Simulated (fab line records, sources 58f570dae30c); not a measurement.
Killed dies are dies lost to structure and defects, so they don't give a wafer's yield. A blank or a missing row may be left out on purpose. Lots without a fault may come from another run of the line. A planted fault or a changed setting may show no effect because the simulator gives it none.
A struck lot beside a sound one | flow berkeley_cmos170 | 14 steps out of a route of 331
Sound: wafers L489.1, L489.3, L489.5. Struck: wafers L479.1, L479.3, L479.5. The cause comes at the end.
At each step with rows: each side's tool, then ch and its chambers, then its first start. Under that, the readings that differ: sound wafers | struck wafers | difference of the means | sigmas: that difference in standard deviations of wafers without a fault.
alike: readings whose means differ by less than 2 such deviations, and words and numbers that are the same on both sides. not compared: withheld readings, readings that some wafer has no value for, bounds like >300 that may hide the same value, and numbers for which the record gives no deviation and whose values overlap.
The two part at a step that has a row with sigmas, a row that says differs or no value, or rows on one side only. Numbers that don't overlap but have no deviation are shown without sigmas and don't part them. A reading that every wafer of one side lacks parts them only if that side has two wafers or more.

first, 1 step without rows for these wafers: UCB170_ZERO_DEVELOP_05 (develop time 45 s).
UCB170_ZERO_ETCH_06: etches SiO2 in CHF3/CF4/Ar, time 12 s.
  sound on rie_diel-03 ch 1,2,3, day 5 17:09; struck on rie_diel-03 ch 0,1,2, day 3 17:05
  reading               | sound             | struck            | difference | sigmas
  CHF3_flow_sccm (sccm) | 49.78 49.88 49.66 | 50.09 50.13 50.16 | +0.35      | +2
  alike: drypump_motor_current_A, oes_product_au, throttle_valve_pct
  not compared: rf_hours_counter_h
UCB170_ZERO_STRIP_07: strips in O2.
  sound on plasma_asher-02 ch 0,1, day 5 17:10; struck on plasma_asher-02 ch 0,1, day 3 17:06
  reading                      | sound             | struck            | difference | sigmas
  strip_time_to_endpoint_s (s) | 21.46 21.41 21.41 | 21.65 21.64 21.56 | +0.19      | +3
  alike: drypump_motor_current_A, oes_product_au
  not compared: rf_hours_counter_h
then, 2 steps without rows for these wafers: UCB170_NWELL_WET_ETCH_00 (etches SiO2 in dHF, time 200 s); UCB170_NWELL_OXIDATION_01 (target thk 26.4 nm, ox time 1260 s).
UCB170_NWELL_THK_MEAS_02:
  sound on film_metro-03, day 6 00:13; struck on film_metro-02, day 4 00:28
  reading              | sound          | struck         | difference | sigmas
  NWELL_OXIDE_THK (nm) | 25.6 25.7 26.0 | 27.1 27.2 26.7 | +1.2       | +2
then, 2 steps without rows for these wafers: UCB170_NWELL_ANNEAL_03 (time 900 s); UCB170_NWELL_CVD_04 (deposits Si3N4 from SiH2Cl2/NH3, target thk 224 nm, time 3360 s).
UCB170_NWELL_THK_MEAS_05:
  sound on film_metro-04, day 6 07:14; struck on film_metro-04, day 4 09:29
  alike: NWELL_NITRIDE_THK
then, 3 steps without rows for these wafers: UCB170_NWELL_HMDS_06 (prime time 60 s); UCB170_NWELL_COAT_07 (resist thk 900 nm); UCB170_NWELL_SOFTBAKE_08 (time 60 s).
UCB170_NWELL_EXPOSE_09: exposes mask NWELL, target cd 3000 nm.
  sound on krf_scanner-01 ch 0, day 6 08:19; struck on krf_scanner-01, day 4 10:00
  no value came back on the struck wafers for exposure_dose_mJ_cm2, focus_offset_nm (nm), stage_vel_mm_s (mm/s); on the sound wafers exposure_dose_mJ_cm2 reads 25.007 25.013 25.032
  alike: mask
then, 1 step without rows for these wafers: UCB170_NWELL_PEB_10.

WHERE THEY PART
First at UCB170_ZERO_ETCH_06; last, within this record, at UCB170_NWELL_EXPOSE_09.

WHY: what the simulator had put in
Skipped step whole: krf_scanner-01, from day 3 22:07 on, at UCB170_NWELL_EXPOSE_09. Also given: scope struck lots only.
